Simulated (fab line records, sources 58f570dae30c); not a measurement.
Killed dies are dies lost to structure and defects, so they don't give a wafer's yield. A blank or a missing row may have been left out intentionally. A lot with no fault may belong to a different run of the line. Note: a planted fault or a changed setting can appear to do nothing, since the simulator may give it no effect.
Struck lot and sound lot, side by side -- flow berkeleyCmos170 -- 15 out of 331 route steps
Sound: the wafers L125.1, L125.2, L125.5. Wafers struck: L134.4, L134.5, L134.6. Last of all comes the cause.
For every step that has rows: the tool of each side, followed by ch and its chambers, followed by its first start. Under that, the readings that differ: sound wafers -- struck wafers -- difference of the means -- sigmas: that difference in standard deviations of wafers without a fault.
alike: words and numbers the same on both sides, and readings whose means are apart by under 2 such deviations; not compared: readings that were withheld, readings missing a value for some wafer, numbers with overlapping values and no deviation given by the record, and bounds like >300 which may hide the same value.
Wherever a step has rows on one side only, a row that says differs or no value, or a row with sigmas, the two part there. When numbers do not overlap yet have no deviation, they are printed without sigmas and do not part them. A reading that every wafer of one side lacks parts them only if that side has two wafers or more.

UCB170_ACTIVE_THK_MEAS_03:
  sound on filmMetro-01 at day 4 13:07; struck on filmMetro-02 at day 6 07:55
  alike: ACTIVE_OXIDE_THK
then, 2 steps without rows for these wafers: UCB170_ACTIVE_ANNEAL_04 (time 900 s); UCB170_ACTIVE_CVD_05 (deposits Si3N4 from SiH2Cl2/NH3, target thk 220 nm, time 3300 s).
UCB170_ACTIVE_THK_MEAS_06:
  sound on filmMetro-02 at day 4 21:05; struck on filmMetro-01 at day 6 16:40
reading,sound,struck,difference,sigmas
ACTIVE_NITRIDE_THK (nm),214.7 214.2 214.6,219.3 221.0 220.9,+5.9,+3
then, 6 steps without rows for these wafers: UCB170_ACTIVE_HMDS_07 (prime time 60 s); UCB170_ACTIVE_COAT_08 (resist thk 900 nm); UCB170_ACTIVE_SOFTBAKE_09 (time 60 s); UCB170_ACTIVE_EXPOSE_10 (exposes mask ACTIVE, target cd 1200 nm); UCB170_ACTIVE_PEB_11; UCB170_ACTIVE_DEVELOP_12 (develop time 45 s).
UCB170_ACTIVE_CD_MEAS_13: the cd target is 1200 nm.
  sound on cdSem-01 at day 4 22:24; struck on cdSem-02 at day 6 17:45
  alike: cdNm
UCB170_ACTIVE_OVL_MEAS_14:
  sound on overlay-02 at day 4 22:31; struck on overlay-01 at day 6 17:50
  alike: ACTIVE_OVL
UCB170_ACTIVE_ETCH_15: etches Si3N4 in CH3F/Ar/O2, stops on SiO2, target depth 242 nm, time 151 s.
  sound on rieDiel-02 ch 0,1,2, day 4 22:34; struck on rieDiel-04 ch 0,1,2, day 6 17:53
reading,sound,struck,difference,sigmas
rfFwdPowerW (W),446.8 447.9 449.0,378.1 375.1 374.1,-72.1,-48
model.KrF_of_ACTIVE_COAT_08.thkNm (nm),731.2 726.2 725.1,743.4 739.3 737.4,+12.5,
  alike: drypumpMotorCurrentA, oesProductAu, throttleValvePct
  not compared: rfHoursCounterH
UCB170_ACTIVE_STRIP_16: strips in O2.
  sound on plasmaAsher-02 ch 0,1, day 4 22:40; struck on plasmaAsher-01 ch 0,1, day 6 17:59
reading,sound,struck,difference,sigmas
stripTimeToEndpointS (s),18.54 18.43 18.40,18.87 18.75 18.70,+0.32,+4
  alike: drypumpMotorCurrentA, oesProductAu
  not compared: rfHoursCounterH
UCB170_ACTIVE_CD_MEAS_90: the cd target is 1200 nm.
  sound on cdSem-02 at day 4 22:50; struck on cdSem-02 at day 6 18:14
  alike: cdNm

WHERE THEY PART
At UCB170_ACTIVE_THK_MEAS_06 first; at UCB170_ACTIVE_STRIP_16 last (within this record only). Later steps at which nothing parts them and some readings are alike: UCB170_ACTIVE_CD_MEAS_90.

WHY: the cause the simulator had injected
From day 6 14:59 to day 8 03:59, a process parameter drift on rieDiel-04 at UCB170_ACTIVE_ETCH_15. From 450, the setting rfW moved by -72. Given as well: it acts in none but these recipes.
